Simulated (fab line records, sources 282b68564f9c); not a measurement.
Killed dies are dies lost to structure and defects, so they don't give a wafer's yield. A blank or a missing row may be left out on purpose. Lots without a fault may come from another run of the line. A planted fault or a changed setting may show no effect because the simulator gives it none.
fab line records | flow rit_cmos
record lots=6 wafers=18 last_day=7
route steps=202 shown PLDD@120 SPACER@125 NSD@131 PSD@142 SDANNEAL@153
lots that met no fault: from a run of the same line without faults
start_h: hours from the record's first day to the start of the lot's first wafer shown | wait_h: hours since the lot's step before | " the same as in the row above | L1.1+2: a row that stands for several wafers | - no value, or no start given | * or withheld: withheld | < > ~ a bound
route shown NAME@n: a module of which the file shows steps, and the number in the route of the first | usual: mean/standard deviation of fault-free wafers | same: alike in all rows | chamber/n: place in a boat | sites: the reading at each site | _std_site: their standard deviation | _edge_site: outer sites' mean less inner sites' | radius_mm: how far each site lies from the wafer's centre | mask NAME#n: copy n | behind: the tool/chamber that last shaped the wafer | hold: why the lot was held/for how many hours/how that ended | device: the transistor (n, p or np) that didn't switch | end of line: the same wafers' tests at the end of the route | a step without rows: its recipe alone | killed: dies lost to structure and defects at the first sort, not the wafer's yield | map: a wafer's dies, x killed, . not, _ none there
set.NAME: the setting as run; set.NAME@STEP: as run at that earlier step | model.NAME: the simulator's own value behind a step, which no gauge read
lots at some steps of the route; a table a step, a row a wafer
services: from which hour (start_h, from the record's first day; less than 0 if before it) a tool's chamber was out of use, for how many hours, and why
## steps
# step RIT_PLDD_OVL_MEAS_06
# usual PLDD_OVL=0.1/1.6
# columns lot.wafer tool chamber start_h wait_h PLDD_OVL[nm]
L868.1 overlay-02 - 70.05 - 0.7
L868.2 " - " " 0.9
L868.5 " - " " 0.2
L870.3 overlay-01 - 77.45 - -0.2
L870.5 " - " " -0.4
L870.6 " - " " 0.2
L872.3 overlay-01 - 89.90 - 0.7
L872.4 " - " " 0.9
L872.6 " - " " 0.0
L873.2 overlay-01 - 93.58 - 0.3
L873.4 " - " " 2.0
L873.6 " - " " 1.8
L878.3 overlay-02 - 119.02 - -1.6
L878.4 " - " " -0.9
L878.6 " - " " 0.5
L884.1 overlay-02 - 147.05 - 1.2
L884.3 " - " " 1.0
L884.6 " - " " 1.3
# step RIT_PLDD_HARDBAKE_07
# recipe resist=NOVOLAK temp_c=140 time_s=60
# step RIT_PLDD_IMPLANT_08
# recipe species=BF2 energy_kev=20 dose_cm2=9e+14 tilt_deg=7
# step RIT_PLDD_STRIP_09
# recipe chemistry=O2 time_s=180 resist=NOVOLAK platen_temp_c=withheld power_w=500 pressure_mtorr=4000 o2_flow_sccm=4000
# usual drypump_motor_current_A=5.8/0.49 rf_refl_power_W=6.3/1.2
# columns lot.wafer tool chamber start_h wait_h drypump_motor_current_A rf_hours_counter_h rf_refl_power_W
L868.1 plasma_asher-02 0 70.38 0.1 5.9 24 4.9
L868.2 " 1 " " 5.5 24 8.0
L868.5 " 1 " " 5.5 - 8.2
L870.3 plasma_asher-03 1 77.83 0.1 6.6 - 5.2
L870.5 " 1 " " 6.6 - 5.3
L870.6 " 0 " " 5.5 - 6.9
L872.3 plasma_asher-03 1 90.29 0.1 6.6 - 5.3
L872.4 " 0 " " 5.5 - 7.6
L872.6 " 0 " " 5.6 - 7.2
L873.2 plasma_asher-02 1 93.91 0.1 5.5 26 8.3
L873.4 " 0 " " 5.9 - 4.7
L873.6 " 0 " " 5.9 - 5.0
L878.3 plasma_asher-02 0 119.40 0.1 5.9 - 4.8
L878.4 " 1 " " 5.5 - 8.0
L878.6 " 1 " " 5.5 - 7.9
L884.1 plasma_asher-02 1 147.38 0.1 5.5 32 7.9
L884.3 " 0 " " 5.9 - 5.0
L884.6 " 1 " " 5.5 - 7.8
# step RIT_PLDD_TW_MEAS_10
# usual PLDD_TW=2317/21
# columns lot.wafer tool chamber start_h wait_h PLDD_TW
L868.1 film_metro-03 - 70.56 0.1 2311
L868.2 " - " " 2314
L868.5 " - " " 2306
L870.3 film_metro-01 - 77.97 0.1 2277
L870.5 " - " " 2285
L870.6 " - " " 2293
L872.3 film_metro-04 - 90.42 0.1 2354
L872.4 " - " " 2330
L872.6 " - " " 2349
L873.2 film_metro-01 - 94.10 0.1 2291
L873.4 " - " " 2285
L873.6 " - " " 2288
L878.3 film_metro-01 - 119.54 0.1 2288
L878.4 " - " " 2287
L878.6 " - " " 2295
L884.1 film_metro-01 - 147.56 0.1 2306
L884.3 " - " " 2302
L884.6 " - " " 2294
# step RIT_SPACER_CLEAN_00
# recipe chemistry=SC1 mix=3:3:50 time_s=600 temp_c=75
# step RIT_SPACER_CLEAN_01
# recipe chemistry=dHF dilution=50:1 time_s=30
# step RIT_SPACER_CLEAN_02
# recipe chemistry=SC2 mix=3:3:50 time_s=600 temp_c=75 dry=n2_spin
# step RIT_SPACER_CVD_03
# recipe material=Si3N4 target_thk_nm=250 temp_c=810 precursor=SiH2Cl2/NH3 time_s=3300 pressure_mtorr=300 sih2cl2_flow_sccm=60 nh3_flow_sccm=150
# step RIT_SPACER_THK_MEAS_04
# recipe reads=Si3N4_of_SPACER_CVD_03
# usual SPACER_NITRIDE_THK=249.6/2.5
# columns lot.wafer tool chamber start_h wait_h SPACER_NITRIDE_THK[nm]
L868.1 film_metro-01 - 72.90 0.0 247.9
L868.2 " - " " 248.6
L868.5 " - " " 246.9
L870.3 film_metro-02 - 80.31 0.0 247.6
L870.5 " - " " 249.5
L870.6 " - " " 249.7
L872.3 film_metro-02 - 92.77 0.0 251.5
L872.4 " - " " 251.4
L872.6 " - " " 252.7
L873.2 film_metro-02 - 96.47 0.0 253.7
L873.4 " - " " 254.0
L873.6 " - " " 255.5
L878.3 film_metro-03 - 121.88 0.0 246.5
L878.4 " - " " 248.3
L878.6 " - " " 247.0
L884.1 film_metro-02 - 150.11 0.0 253.1
L884.3 " - " " 252.7
L884.6 " - " " 254.2
# step RIT_SPACER_ETCHBACK_05
# recipe target_depth_a=2500 SF6_flow_sccm=30 CHF3_flow_sccm=30 target=Si3N4 chemistry=SF6/CHF3 pressure_mtorr=40 rf_w=250 time_s=240 stop_on=SiO2
# usual drypump_motor_current_A=5.3/0.48 oes_product_au=0.845/0.016 throttle_valve_pct=10.29/0.12
# columns lot.wafer tool chamber start_h wait_h drypump_motor_current_A oes_product_au rf_hours_counter_h throttle_valve_pct
L868.1 rie_diel-04 0 72.96 0.1 6.3 0.863 5 10.17
L868.2 " 2 " " 5.1 0.840 3 10.27
L868.5 " 3 " " 5.7 0.859 - 10.41
L870.3 rie_diel-01 0 80.35 0.0 4.8 0.819 32 10.31
L870.5 " 0 " " 4.8 0.820 - 10.33
L870.6 " 1 " " 4.7 0.844 - 10.26
L872.3 rie_diel-01 2 92.81 0.0 5.7 0.870 1 10.30
L872.4 " 3 " " 5.0 0.855 147 10.13
L872.6 " 3 " " 5.0 0.866 - 10.12
L873.2 rie_diel-03 2 96.52 0.0 6.3 0.840 47 10.63
L873.4 " 1 " " 5.2 0.866 3 10.41
L873.6 " 1 " " 5.2 0.876 - 10.43
L878.3 rie_diel-04 2 121.92 0.0 5.1 0.828 4 10.30
L878.4 " 1 " " 5.0 0.826 39 10.21
L878.6 " 2 " " 5.1 0.825 - 10.28
L884.1 rie_diel-04 2 150.17 0.1 5.0 0.845 5 10.28
L884.3 " 3 " " 5.7 0.869 7 10.40
L884.6 " 2 " " 5.1 0.854 - 10.29
# step RIT_NSD_HMDS_00
# recipe prime_time_s=60 prime_temp_c=140
# step RIT_NSD_COAT_01
# recipe resist=NOVOLAK spin_rpm=3250 resist_thk_nm=1000
# usual chill_plate_temp_C=23.04/0.1 dispense_pressure_kPa=51/3.1 resist_line_temp_C=22.99/0.11
# columns lot.wafer tool chamber start_h wait_h chill_plate_temp_C dispense_pressure_kPa resist_line_temp_C
L868.1 litho_track-01 0 73.26 0.1 23.00 47 22.99
L868.2 " 0 " " 23.14 47 22.91
L868.5 " 0 " " 23.01 47 22.95
L870.3 litho_track-04 0 80.70 0.1 23.23 53 23.25
L870.5 " 0 " " 23.13 53 23.10
L870.6 " 0 " " 23.07 53 23.05
L872.3 litho_track-04 - 93.16 0.1 - - -
L872.4 " - " " - - -
L872.6 " - " " - - -
L873.2 litho_track-04 - 96.85 0.1 - - -
L873.4 " - " " - - -
L873.6 " - " " - - -
L878.3 litho_track-04 0 122.27 0.1 23.00 53 23.04
L878.4 " 0 " " 22.98 53 23.21
L878.6 " 0 " " 22.96 53 22.98
L884.1 litho_track-01 0 150.47 0.1 23.05 47 22.96
L884.3 " 0 " " 23.03 47 23.03
L884.6 " 0 " " 23.10 47 22.98
# step RIT_NSD_SOFTBAKE_02
# recipe resist=NOVOLAK temp_c=90 time_s=60
# step RIT_NSD_EXPOSE_03
# recipe mask_id=M9 na=0.57 target_cd_nm=40700 dose_mj=250
# step RIT_NSD_PEB_04
# recipe resist=NOVOLAK temp_c=withheld time_s=withheld
# step RIT_NSD_DEVELOP_05
# recipe resist=NOVOLAK develop_time_s=50 dev_temp_c=23
# step RIT_NSD_OVL_MEAS_06
# usual NSD_OVL=-0.4/1.3
# columns lot.wafer tool chamber start_h wait_h NSD_OVL[nm]
L868.1 overlay-01 - 73.96 - -1.4
L868.2 " - " " 0.3
L868.5 " - " " -2.6
L870.3 overlay-01 - 81.57 - -1.0
L870.5 " - " " -0.4
L870.6 " - " " -0.5
L872.3 overlay-02 - 93.82 - -
L872.4 " - " " -
L872.6 " - " " -
L873.2 overlay-02 - 97.53 - -
L873.4 " - " " -
L873.6 " - " " -
L878.3 overlay-01 - 122.93 - 0.5
L878.4 " - " " -1.2
L878.6 " - " " -1.3
L884.1 overlay-02 - 151.17 - -2.1
L884.3 " - " " -1.9
L884.6 " - " " -0.7
# step RIT_NSD_HARDBAKE_07
# recipe resist=NOVOLAK temp_c=140 time_s=60
# step RIT_NSD_IMPLANT_08
# recipe species=P energy_kev=25 dose_cm2=1e+15 tilt_deg=7
# step RIT_NSD_STRIP_09
# recipe chemistry=O2 time_s=180 resist=NOVOLAK platen_temp_c=withheld power_w=500 pressure_mtorr=4000 o2_flow_sccm=4000
# usual drypump_motor_current_A=5.4/0.49 rf_refl_power_W=6.7/1
# columns lot.wafer tool chamber start_h wait_h drypump_motor_current_A rf_hours_counter_h rf_refl_power_W
L868.1 plasma_asher-01 0 74.30 0.1 5.4 45 7.3
L868.2 " 1 " " 5.0 45 6.2
L868.5 " 0 " " 5.4 - 7.3
L870.3 plasma_asher-04 0 82.04 0.1 6.2 - 6.4
L870.5 " 0 " " 6.2 - 6.2
L870.6 " 1 " " 4.7 - 8.1
L872.3 plasma_asher-04 1 94.20 0.1 4.7 - 8.0
L872.4 " 0 " " 6.2 - 6.2
L872.6 " 1 " " 4.7 - 8.2
L873.2 plasma_asher-01 1 97.86 0.1 5.0 48 5.9
L873.4 " 0 " " 5.4 - 7.0
L873.6 " 0 " " 5.4 - 7.1
L878.3 plasma_asher-01 0 123.31 0.1 5.4 - 7.4
L878.4 " 1 " " 5.0 - 6.0
L878.6 " 0 " " 5.4 - 7.3
L884.1 plasma_asher-02 0 151.66 0.1 5.9 33 4.6
L884.3 " 0 " " 5.9 - 4.9
L884.6 " 0 " " 5.9 - 5.0
# step RIT_NSD_TW_MEAS_10
# usual NSD_TW=3083/30
# columns lot.wafer tool chamber start_h wait_h NSD_TW
L868.1 film_metro-01 - 74.47 0.1 3037
L868.2 " - " " 3050
L868.5 " - " " 3043
L870.3 film_metro-04 - 82.17 0.1 3120
L870.5 " - " " 3133
L870.6 " - " " 3104
L872.3 film_metro-04 - 94.34 0.1 3113
L872.4 " - " " 3120
L872.6 " - " " 3110
L873.2 film_metro-03 - 98.04 0.1 3068
L873.4 " - " " 3087
L873.6 " - " " 3084
L878.3 film_metro-01 - 123.45 0.1 3037
L878.4 " - " " 3036
L878.6 " - " " 3032
L884.1 film_metro-03 - 151.84 0.1 3063
L884.3 " - " " 3060
L884.6 " - " " 3061
# step RIT_PSD_HMDS_00
# recipe prime_time_s=60 prime_temp_c=140
# step RIT_PSD_COAT_01
# recipe resist=NOVOLAK spin_rpm=3250 resist_thk_nm=1000
# step RIT_PSD_SOFTBAKE_02
# recipe resist=NOVOLAK temp_c=90 time_s=60
# step RIT_PSD_EXPOSE_03
# recipe mask_id=M10 na=0.57 target_cd_nm=40900 dose_mj=250
# step RIT_PSD_PEB_04
# recipe resist=NOVOLAK temp_c=withheld time_s=withheld
# step RIT_PSD_DEVELOP_05
# recipe resist=NOVOLAK develop_time_s=50 dev_temp_c=23
# step RIT_PSD_OVL_MEAS_06
# usual PSD_OVL=-0.8/1.3
# columns lot.wafer tool chamber start_h wait_h PSD_OVL[nm]
L868.1 overlay-01 - 75.51 - -2.0
L868.2 " - " " -2.5
L868.5 " - " " -1.8
L870.3 overlay-01 - 83.23 - -1.8
L870.5 " - " " -3.9
L870.6 " - " " -1.8
L872.3 overlay-02 - 95.57 - -0.3
L872.4 " - " " -0.8
L872.6 " - " " -1.4
L873.2 overlay-01 - 98.95 - -0.4
L873.4 " - " " 0.9
L873.6 " - " " 1.8
L878.3 overlay-01 - 124.35 - 0.2
L878.4 " - " " 0.6
L878.6 " - " " 1.0
L884.1 overlay-02 - 152.90 - 0.5
L884.3 " - " " 2.2
L884.6 " - " " 1.7
# step RIT_PSD_HARDBAKE_07
# recipe resist=NOVOLAK temp_c=140 time_s=60
# step RIT_PSD_IMPLANT_08
# recipe species=BF2 energy_kev=27 dose_cm2=5e+15 tilt_deg=7
# step RIT_PSD_STRIP_09
# recipe chemistry=O2 time_s=180 resist=NOVOLAK platen_temp_c=withheld power_w=500 pressure_mtorr=4000 o2_flow_sccm=4000
# usual drypump_motor_current_A=5.5/0.61 rf_refl_power_W=6.6/0.83
# columns lot.wafer tool chamber start_h wait_h drypump_motor_current_A rf_hours_counter_h rf_refl_power_W
L868.1 plasma_asher-04 0 75.84 0.1 6.3 45 6.3
L868.2 " 1 " " 4.7 45 8.1
L868.5 " 0 " " 6.2 - 6.4
L870.3 plasma_asher-04 1 83.62 0.1 4.7 - 7.8
L870.5 " 0 " " 6.2 - 6.2
L870.6 " 1 " " 4.7 - 8.0
L872.3 plasma_asher-03 0 95.96 0.1 5.6 - 7.0
L872.4 " 1 " " 6.6 - 5.3
L872.6 " 0 " " 5.5 - 6.9
L873.2 plasma_asher-01 0 99.28 0.1 5.4 48 7.1
L873.4 " 1 " " 5.0 - 5.9
L873.6 " 1 " " 5.1 - 5.8
L878.3 plasma_asher-03 1 124.74 0.1 6.5 - 5.0
L878.4 " 0 " " 5.6 - 7.1
L878.6 " 0 " " 5.6 - 7.2
L884.1 plasma_asher-01 0 153.24 0.1 5.4 4 7.1
L884.3 " 0 " " 5.4 - 7.1
L884.6 " 1 " " 5.0 - 6.3
# step RIT_PSD_TW_MEAS_10
# usual PSD_TW=3385/35
# columns lot.wafer tool chamber start_h wait_h PSD_TW
L868.1 film_metro-01 - 76.02 0.1 3347
L868.2 " - " " 3358
L868.5 " - " " 3347
L870.3 film_metro-03 - 83.75 0.1 3353
L870.5 " - " " 3363
L870.6 " - " " 3361
L872.3 film_metro-04 - 96.09 0.1 3600
L872.4 " - " " 3611
L872.6 " - " " 3611
L873.2 film_metro-04 - 99.46 0.1 3613
L873.4 " - " " 3603
L873.6 " - " " 3598
L878.3 film_metro-01 - 124.87 0.1 3349
L878.4 " - " " 3355
L878.6 " - " " 3335
L884.1 film_metro-04 - 153.41 0.1 3441
L884.3 " - " " 3432
L884.6 " - " " 3454
# step RIT_SDANNEAL_CLEAN_00
# recipe chemistry=SC1 mix=3:3:50 time_s=600 temp_c=75
## services
# columns tool chamber start_h hours kind
rie_diel-03 - 47.60 1.2 repair
rie_diel-01 - 50.60 2.8 pm
rie_diel-04 - 69.31 1.4 repair
rie_diel-04 - 73.54 14.6 pm
rie_diel-04 0 93.44 3.0 repair
rie_diel-04 3 103.23 16.1 repair
plasma_asher-02 - 105.11 0.7 repair
plasma_asher-01 - 108.85 9.0 pm
plasma_asher-01 0 108.85 9.0 vent_cycle
plasma_asher-01 1 108.85 9.0 vent_cycle
plasma_asher-01 0 117.85 - clean
plasma_asher-01 1 117.85 - clean
rie_diel-03 3 143.22 4.3 repair
rie_diel-04 0 148.37 21.6 repair
plasma_asher-04 - 151.20 3.0 repair
rie_diel-04 2 152.20 4.1 repair
## key
first_sign step=RIT_NSD_COAT_01 reading=tool_record direction=missing
effect step=RIT_NSD_OVL_MEAS_06 reading=NSD_OVL direction=missing
effect step=RIT_PSD_TW_MEAS_10 reading=PSD_TW direction=up sigmas=6.2 usual=3385 struck=3606
met_at RIT_NSD_COAT_01
struck_wafers L872.3,L872.4,L872.6,L873.2,L873.4,L873.6
sort_left_out L872.3,L872.4,L872.6,L873.2,L873.4,L873.6
tester_left_out L872,L873
onset_between 80.70 93.16
fault kind=skipped_step_whole tool=litho_track-04 chamber=- onset_h=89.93 steps=RIT_NSD_COAT_01 scope=struck_lots_only
# tester_left_out: of these lots the tester's yield and bins aren't shown, on N5 and GAA mostly nor the transistor test; their killed dies are dies lost to structure and defects alone, not to doping, threshold or leakage, so they don't give the yield
# sort_left_out: the simulated sort isn't trusted on such a fault, so these wafers' sort isn't shown, and their yield isn't known
